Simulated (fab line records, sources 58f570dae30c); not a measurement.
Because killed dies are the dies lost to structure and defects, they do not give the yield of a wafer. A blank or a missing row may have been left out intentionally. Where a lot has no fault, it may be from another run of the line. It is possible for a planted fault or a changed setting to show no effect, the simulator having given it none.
Which of the tools did it? || flow berkeley cmos170 || Sampling: 13 lots, 39 wafers, 6 of 331 route steps

## WHAT THE GAUGES SHOWED, per wafer
UCB170_SDANNEAL_RS_MEAS_05: measurement is done with a four-point probe. Usual: for NLDD_RS the level is 616.5 ohm/sq and the standard deviation is 1.6.
{"lot": "L390", "measured": "day 6 19:23", "on": "film metro-01", "NLDD_RS (ohm/sq)": "617.2 618.1 615.2", "flag": ""}
{"lot": "L389", "measured": "day 6 19:52", "on": "film metro-01", "NLDD_RS (ohm/sq)": "615.7 617.1 617.0", "flag": ""}
{"lot": "L391", "measured": "day 7 07:26", "on": "film metro-04", "NLDD_RS (ohm/sq)": "617.1 619.1 616.8", "flag": ""}
{"lot": "L392", "measured": "day 7 20:23", "on": "film metro-01", "NLDD_RS (ohm/sq)": "619.1 617.8 618.7", "flag": ""}
{"lot": "L394", "measured": "day 8 07:07", "on": "film metro-02", "NLDD_RS (ohm/sq)": "615.0 616.3 615.3", "flag": ""}
{"lot": "L396", "measured": "day 8 07:42", "on": "film metro-04", "NLDD_RS (ohm/sq)": "617.9 619.5 616.8", "flag": ""}
{"lot": "L405", "measured": "day 10 02:21", "on": "film metro-01", "NLDD_RS (ohm/sq)": "615.7 615.6 616.0", "flag": ""}
{"lot": "L407", "measured": "day 10 09:59", "on": "film metro-01", "NLDD_RS (ohm/sq)": "614.1 615.1 615.0", "flag": ""}
{"lot": "L408", "measured": "day 11 02:58", "on": "film metro-04", "NLDD_RS (ohm/sq)": "616.2 615.1 615.2", "flag": ""}
{"lot": "L411", "measured": "day 11 03:10", "on": "film metro-01", "NLDD_RS (ohm/sq)": "617.9 614.7 618.4", "flag": ""}
{"lot": "L409", "measured": "day 11 03:25", "on": "film metro-02", "NLDD_RS (ohm/sq)": "616.8 614.3 616.3", "flag": ""}
{"lot": "L412", "measured": "day 11 03:34", "on": "film metro-04", "NLDD_RS (ohm/sq)": "617.5 615.9 618.6", "flag": ""}
{"lot": "L410", "measured": "day 11 03:59", "on": "film metro-01", "NLDD_RS (ohm/sq)": "616.2 615.7 614.4", "flag": ""}

UCB170_V1_THK_MEAS_04. Usual: for V1_POLISHED_THK the level is 1000.1 nm and the standard deviation is 1.6.
{"lot": "L390", "measured": "day 7 07:25", "on": "film metro-02", "V1_POLISHED_THK (nm)": "999.9 1000.7 1001.0", "flag": ""}
{"lot": "L389", "measured": "day 7 12:35", "on": "film metro-03", "V1_POLISHED_THK (nm)": "1001.1 998.5 999.0", "flag": ""}
{"lot": "L391", "measured": "day 7 18:20", "on": "film metro-03", "V1_POLISHED_THK (nm)": "997.6 999.5 998.7", "flag": ""}
{"lot": "L392", "measured": "day 8 07:50", "on": "film metro-01", "V1_POLISHED_THK (nm)": "1002.1 1001.5 1001.3", "flag": ""}
{"lot": "L394", "measured": "day 8 19:19", "on": "film metro-02", "V1_POLISHED_THK (nm)": "1000.5 1001.2 1001.9", "flag": ""}
{"lot": "L396", "measured": "day 8 19:19", "on": "film metro-01", "V1_POLISHED_THK (nm)": "998.4 751.2 750.9", "flag": "OFF"}
{"lot": "L405", "measured": "day 10 17:49", "on": "film metro-03", "V1_POLISHED_THK (nm)": "1000.3 998.1 999.4", "flag": ""}
{"lot": "L407", "measured": "day 10 21:10", "on": "film metro-03", "V1_POLISHED_THK (nm)": "1001.2 998.3 999.2", "flag": ""}
{"lot": "L408", "measured": "day 11 15:49", "on": "film metro-03", "V1_POLISHED_THK (nm)": "1002.2 1000.7 1001.1", "flag": ""}
{"lot": "L411", "measured": "day 11 15:49", "on": "film metro-01", "V1_POLISHED_THK (nm)": "1001.8 1003.0 1001.5", "flag": ""}
{"lot": "L409", "measured": "day 11 16:07", "on": "film metro-02", "V1_POLISHED_THK (nm)": "1000.8 999.0 999.0", "flag": ""}
{"lot": "L412", "measured": "day 11 16:07", "on": "film metro-03", "V1_POLISHED_THK (nm)": "1001.2 999.2 1000.2", "flag": ""}
{"lot": "L410", "measured": "day 11 17:51", "on": "film metro-01", "V1_POLISHED_THK (nm)": "999.3 998.9 1001.9", "flag": ""}

UCB170_V1_CD_MEAS_90 targets a cd of 700 nm. Usual: cd nm at 699.7 nm, with a standard deviation of 1.5.
{"lot": "L390", "measured": "day 7 09:03", "on": "cd sem-02", "cd nm (nm)": "698.7 702.8 701.3", "flag": ""}
{"lot": "L389", "measured": "day 7 14:18", "on": "cd sem-01", "cd nm (nm)": "698.6 699.5 699.4", "flag": ""}
{"lot": "L391", "measured": "day 7 20:40", "on": "cd sem-01", "cd nm (nm)": "699.9 702.0 701.1", "flag": ""}
{"lot": "L392", "measured": "day 8 09:40", "on": "cd sem-01", "cd nm (nm)": "700.9 700.1 698.8", "flag": ""}
{"lot": "L394", "measured": "day 8 21:49", "on": "cd sem-01", "cd nm (nm)": "701.0 701.0 700.6", "flag": ""}
{"lot": "L396", "measured": "day 8 22:07", "on": "cd sem-01", "cd nm (nm)": "700.0 700.2 701.0", "flag": ""}
{"lot": "L405", "measured": "day 10 22:54", "on": "cd sem-02", "cd nm (nm)": "699.0 698.9 699.1", "flag": ""}
{"lot": "L407", "measured": "day 10 23:16", "on": "cd sem-01", "cd nm (nm)": "701.1 699.8 698.8", "flag": ""}
{"lot": "L408", "measured": "day 11 18:05", "on": "cd sem-01", "cd nm (nm)": "699.6 697.2 699.1", "flag": ""}
{"lot": "L411", "measured": "day 11 17:46", "on": "cd sem-01", "cd nm (nm)": "700.7 699.1 699.6", "flag": ""}
{"lot": "L409", "measured": "day 11 18:33", "on": "cd sem-01", "cd nm (nm)": "700.0 697.0 698.5", "flag": ""}
{"lot": "L412", "measured": "day 11 19:37", "on": "cd sem-02", "cd nm (nm)": "698.5 697.6 697.8", "flag": ""}
{"lot": "L410", "measured": "day 11 20:28", "on": "cd sem-01", "cd nm (nm)": "695.5 699.2 699.9", "flag": ""}

## TOOL THAT RAN EACH LOT (tool first, then ch and the chambers of the sampled wafers, then the start)
{"lot": "L390", "UCB170_SILICIDE_RTA_04": "rtp anneal-02 ch 0, day 6 19:47", "UCB170_V1_CMP_02": "cmp-02 ch 0,2,3, day 7 06:59", "UCB170_V1_ETCH_14": "rie diel-04 ch 0,1,3, day 7 08:46"}
{"lot": "L389", "UCB170_SILICIDE_RTA_04": "rtp anneal-02 ch 0, day 6 20:16", "UCB170_V1_CMP_02": "cmp-02 ch 0,1, day 7 12:10", "UCB170_V1_ETCH_14": "rie diel-02 ch 0,1,2, day 7 14:01"}
{"lot": "L391", "UCB170_SILICIDE_RTA_04": "rtp anneal-02 ch 0, day 7 07:49", "UCB170_V1_CMP_02": "cmp-02 ch 1,2,3, day 7 18:04", "UCB170_V1_ETCH_14": "rie diel-01 ch 1,2, day 7 20:23"}
{"lot": "L392", "UCB170_SILICIDE_RTA_04": "rtp anneal-02 ch 0, day 7 20:47", "UCB170_V1_CMP_02": "cmp-01 ch 1,3, day 8 07:28", "UCB170_V1_ETCH_14": "rie diel-04 ch 0,3, day 8 09:23"}
{"lot": "L394", "UCB170_SILICIDE_RTA_04": "rtp anneal-02 ch 0, day 8 07:30", "UCB170_V1_CMP_02": "cmp-01 ch 0,1,3, day 8 18:53", "UCB170_V1_ETCH_14": "rie diel-04 ch 1,2,3, day 8 21:32"}
{"lot": "L396", "UCB170_SILICIDE_RTA_04": "rtp anneal-02 ch 0, day 8 08:05", "UCB170_V1_CMP_02": "cmp-02 ch 1,2, day 8 18:53", "UCB170_V1_ETCH_14": "rie diel-01 ch 1,2, day 8 21:49"}
{"lot": "L405", "UCB170_SILICIDE_RTA_04": "rtp anneal-01 ch 0, day 10 02:44", "UCB170_V1_CMP_02": "cmp-01 ch 0,2, day 10 17:26", "UCB170_V1_ETCH_14": "rie diel-02 ch 0,1, day 10 22:37"}
{"lot": "L407", "UCB170_SILICIDE_RTA_04": "rtp anneal-02 ch 0, day 10 10:23", "UCB170_V1_CMP_02": "cmp-01 ch 1,2,3, day 10 20:44", "UCB170_V1_ETCH_14": "rie diel-04 ch 0,1,3, day 10 22:58"}
{"lot": "L408", "UCB170_SILICIDE_RTA_04": "rtp anneal-02 ch 0, day 11 03:33", "UCB170_V1_CMP_02": "cmp-01 ch 0,1,3, day 11 15:23", "UCB170_V1_ETCH_14": "rie diel-01 ch 0,1, day 11 17:48"}
{"lot": "L411", "UCB170_SILICIDE_RTA_04": "rtp anneal-01 ch 0, day 11 03:43", "UCB170_V1_CMP_02": "cmp-02 ch 0,2, day 11 15:23", "UCB170_V1_ETCH_14": "rie diel-02 ch 0,2, day 11 17:28"}
{"lot": "L409", "UCB170_SILICIDE_RTA_04": "rtp anneal-02 ch 0, day 11 03:49", "UCB170_V1_CMP_02": "cmp-01 ch 1,2,3, day 11 15:44", "UCB170_V1_ETCH_14": "rie diel-02 ch 1,2,3, day 11 18:17"}
{"lot": "L412", "UCB170_SILICIDE_RTA_04": "rtp anneal-01 ch 0, day 11 03:59", "UCB170_V1_CMP_02": "cmp-02 ch 0,2,3, day 11 15:44", "UCB170_V1_ETCH_14": "rie diel-01 ch 0,1,2, day 11 19:20"}
{"lot": "L410", "UCB170_SILICIDE_RTA_04": "rtp anneal-02 ch 0, day 11 04:23", "UCB170_V1_CMP_02": "cmp-01 ch 2,3, day 11 17:25", "UCB170_V1_ETCH_14": "rie diel-04 ch 0,1,2, day 11 20:10"}
- UCB170_SILICIDE_RTA_04: time 15 s.
- UCB170_V1_CMP_02: polishes SiO2.
- UCB170_V1_ETCH_14: etches SiO2 in CHF3/CF4/Ar, stops on Al, target depth 1250 nm, time 291 s.

## AS READ BY THE TOOLS THEMSELVES (means over the sampled wafers that have a number; for cases with no such wafer, the mark the record gives instead)
UCB170_SILICIDE_RTA_04. Usual: lamp power pct 11.00 %, standard deviation 0.29; wafer_temp_C_max 653.3, standard deviation 0.64.
{"lot": "L390", "tool": "rtp anneal-02", "lamp power pct (%)": 11.21, "wafer_temp_C_max": 653.0, "flag": ""}
{"lot": "L389", "tool": "rtp anneal-02", "lamp power pct (%)": 11.20, "wafer_temp_C_max": 653.3, "flag": ""}
{"lot": "L391", "tool": "rtp anneal-02", "lamp power pct (%)": 11.20, "wafer_temp_C_max": 653.2, "flag": ""}
{"lot": "L392", "tool": "rtp anneal-02", "lamp power pct (%)": 11.20, "wafer_temp_C_max": 653.6, "flag": ""}
{"lot": "L394", "tool": "rtp anneal-02", "lamp power pct (%)": 11.20, "wafer_temp_C_max": 653.5, "flag": ""}
{"lot": "L396", "tool": "rtp anneal-02", "lamp power pct (%)": 11.20, "wafer_temp_C_max": 653.4, "flag": ""}
{"lot": "L405", "tool": "rtp anneal-01", "lamp power pct (%)": 10.59, "wafer_temp_C_max": 653.2, "flag": ""}
{"lot": "L407", "tool": "rtp anneal-02", "lamp power pct (%)": 11.21, "wafer_temp_C_max": 652.6, "flag": ""}
{"lot": "L408", "tool": "rtp anneal-02", "lamp power pct (%)": 11.20, "wafer_temp_C_max": 653.3, "flag": ""}
{"lot": "L411", "tool": "rtp anneal-01", "lamp power pct (%)": 10.59, "wafer_temp_C_max": 653.1, "flag": ""}
{"lot": "L409", "tool": "rtp anneal-02", "lamp power pct (%)": 11.20, "wafer_temp_C_max": 655.3, "flag": "OFF"}
{"lot": "L412", "tool": "rtp anneal-01", "lamp power pct (%)": 10.60, "wafer_temp_C_max": 652.6, "flag": ""}
{"lot": "L410", "tool": "rtp anneal-02", "lamp power pct (%)": 11.20, "wafer_temp_C_max": 653.2, "flag": ""}

UCB170_V1_CMP_02. Usual: motor current A at 16.4 A, with a standard deviation of 1.4.
{"lot": "L390", "tool": "cmp-02", "motor current A (A)": 15.6, "flag": ""}
{"lot": "L389", "tool": "cmp-02", "motor current A (A)": 17.1, "flag": ""}
{"lot": "L391", "tool": "cmp-02", "motor current A (A)": 16.8, "flag": ""}
{"lot": "L392", "tool": "cmp-01", "motor current A (A)": 17.8, "flag": ""}
{"lot": "L394", "tool": "cmp-01", "motor current A (A)": 17.4, "flag": ""}
{"lot": "L396", "tool": "cmp-02", "motor current A (A)": 16.2, "flag": ""}
{"lot": "L405", "tool": "cmp-01", "motor current A (A)": 14.7, "flag": ""}
{"lot": "L407", "tool": "cmp-01", "motor current A (A)": 16.9, "flag": ""}
{"lot": "L408", "tool": "cmp-01", "motor current A (A)": 17.2, "flag": ""}
{"lot": "L411", "tool": "cmp-02", "motor current A (A)": 16.0, "flag": ""}
{"lot": "L409", "tool": "cmp-01", "motor current A (A)": 17.3, "flag": ""}
{"lot": "L412", "tool": "cmp-02", "motor current A (A)": 16.0, "flag": ""}
{"lot": "L410", "tool": "cmp-01", "motor current A (A)": 15.6, "flag": ""}

UCB170_V1_ETCH_14. Usual: cf4 flow sccm 15.00 sccm, standard deviation 0.044; drypump motor current A 5.8 A, standard deviation 0.43; mfc ar sccm 150.0 sccm, standard deviation 0.53; oes product au 0.865 a.u., standard deviation 0.011; rf fwd power W 698.0 W, standard deviation 1.9; throttle valve pct 6.99 %, standard deviation 0.11.
{"lot": "L390", "tool": "rie diel-04", "cf4 flow sccm (sccm)": 15.00, "drypump motor current A (A)": 5.8, "mfc ar sccm (sccm)": 150.0, "oes product au (a.u.)": 0.860, "rf fwd power W (W)": 697.8, "throttle valve pct (%)": 6.93, "flag": ""}
{"lot": "L389", "tool": "rie diel-02", "cf4 flow sccm (sccm)": 14.95, "drypump motor current A (A)": 6.1, "mfc ar sccm (sccm)": 150.2, "oes product au (a.u.)": 0.855, "rf fwd power W (W)": 697.8, "throttle valve pct (%)": 7.04, "flag": ""}
{"lot": "L391", "tool": "rie diel-01", "cf4 flow sccm (sccm)": 15.02, "drypump motor current A (A)": 5.2, "mfc ar sccm (sccm)": 150.6, "oes product au (a.u.)": 0.871, "rf fwd power W (W)": 700.3, "throttle valve pct (%)": 7.07, "flag": ""}
{"lot": "L392", "tool": "rie diel-04", "cf4 flow sccm (sccm)": 15.02, "drypump motor current A (A)": 5.7, "mfc ar sccm (sccm)": 150.2, "oes product au (a.u.)": 0.859, "rf fwd power W (W)": 698.8, "throttle valve pct (%)": 6.94, "flag": ""}
{"lot": "L394", "tool": "rie diel-04", "cf4 flow sccm (sccm)": 14.98, "drypump motor current A (A)": 6.0, "mfc ar sccm (sccm)": 149.8, "oes product au (a.u.)": 0.872, "rf fwd power W (W)": 697.6, "throttle valve pct (%)": 6.92, "flag": ""}
{"lot": "L396", "tool": "rie diel-01", "cf4 flow sccm (sccm)": 15.00, "drypump motor current A (A)": 5.5, "mfc ar sccm (sccm)": 149.7, "oes product au (a.u.)": 0.793, "rf fwd power W (W)": 697.4, "throttle valve pct (%)": 7.02, "flag": "OFF"}
{"lot": "L405", "tool": "rie diel-02", "cf4 flow sccm (sccm)": 15.02, "drypump motor current A (A)": 6.0, "mfc ar sccm (sccm)": 149.9, "oes product au (a.u.)": 0.858, "rf fwd power W (W)": 698.2, "throttle valve pct (%)": 6.97, "flag": ""}
{"lot": "L407", "tool": "rie diel-04", "cf4 flow sccm (sccm)": 15.02, "drypump motor current A (A)": 5.9, "mfc ar sccm (sccm)": 150.6, "oes product au (a.u.)": 0.870, "rf fwd power W (W)": 696.6, "throttle valve pct (%)": 6.94, "flag": ""}
{"lot": "L408", "tool": "rie diel-01", "cf4 flow sccm (sccm)": 15.05, "drypump motor current A (A)": 5.4, "mfc ar sccm (sccm)": 150.4, "oes product au (a.u.)": 0.885, "rf fwd power W (W)": 698.4, "throttle valve pct (%)": 7.06, "flag": ""}
{"lot": "L411", "tool": "rie diel-02", "cf4 flow sccm (sccm)": 15.02, "drypump motor current A (A)": 6.3, "mfc ar sccm (sccm)": 150.3, "oes product au (a.u.)": 0.850, "rf fwd power W (W)": 695.6, "throttle valve pct (%)": 7.04, "flag": ""}
{"lot": "L409", "tool": "rie diel-02", "cf4 flow sccm (sccm)": 14.95, "drypump motor current A (A)": 5.9, "mfc ar sccm (sccm)": 149.4, "oes product au (a.u.)": 0.861, "rf fwd power W (W)": 698.0, "throttle valve pct (%)": 7.12, "flag": ""}
{"lot": "L412", "tool": "rie diel-01", "cf4 flow sccm (sccm)": 15.01, "drypump motor current A (A)": 5.7, "mfc ar sccm (sccm)": 150.2, "oes product au (a.u.)": 0.882, "rf fwd power W (W)": 697.9, "throttle valve pct (%)": 7.00, "flag": ""}
{"lot": "L410", "tool": "rie diel-04", "cf4 flow sccm (sccm)": 15.04, "drypump motor current A (A)": 6.2, "mfc ar sccm (sccm)": 150.1, "oes product au (a.u.)": 0.862, "rf fwd power W (W)": 698.6, "throttle valve pct (%)": 7.00, "flag": ""}

## THE ANSWER, worked out from the rows above alone
Rule: lot off if the mean of its wafers having a number is beyond 3 standard deviations from the usual mean. Also off: a lot with no number at a reading for which 4 or more lots have one. The other lots that the step has rows for count as sound. Order of review: gauges by route order, followed by the tools' own readings, for which a lot's mean as printed above is used. At the first step where some lot is off, the reading lying furthest off is the one used; lots without a number count as furthest.
Off: L396, at UCB170_V1_THK_MEAS_04 (V1_POLISHED_THK).
If a tool, at a process step before that reading, ran all the lots that are off and no sound lot after the first of them, it fits. Not tried: the gauges at UCB170_V1_THK_MEAS_04; whatever is off there is also off at UCB170_V1_ETCH_14, on other tools, and gauge error can't account for it. None of those tried fits.

## WHAT THE SIMULATOR HAD INSERTED
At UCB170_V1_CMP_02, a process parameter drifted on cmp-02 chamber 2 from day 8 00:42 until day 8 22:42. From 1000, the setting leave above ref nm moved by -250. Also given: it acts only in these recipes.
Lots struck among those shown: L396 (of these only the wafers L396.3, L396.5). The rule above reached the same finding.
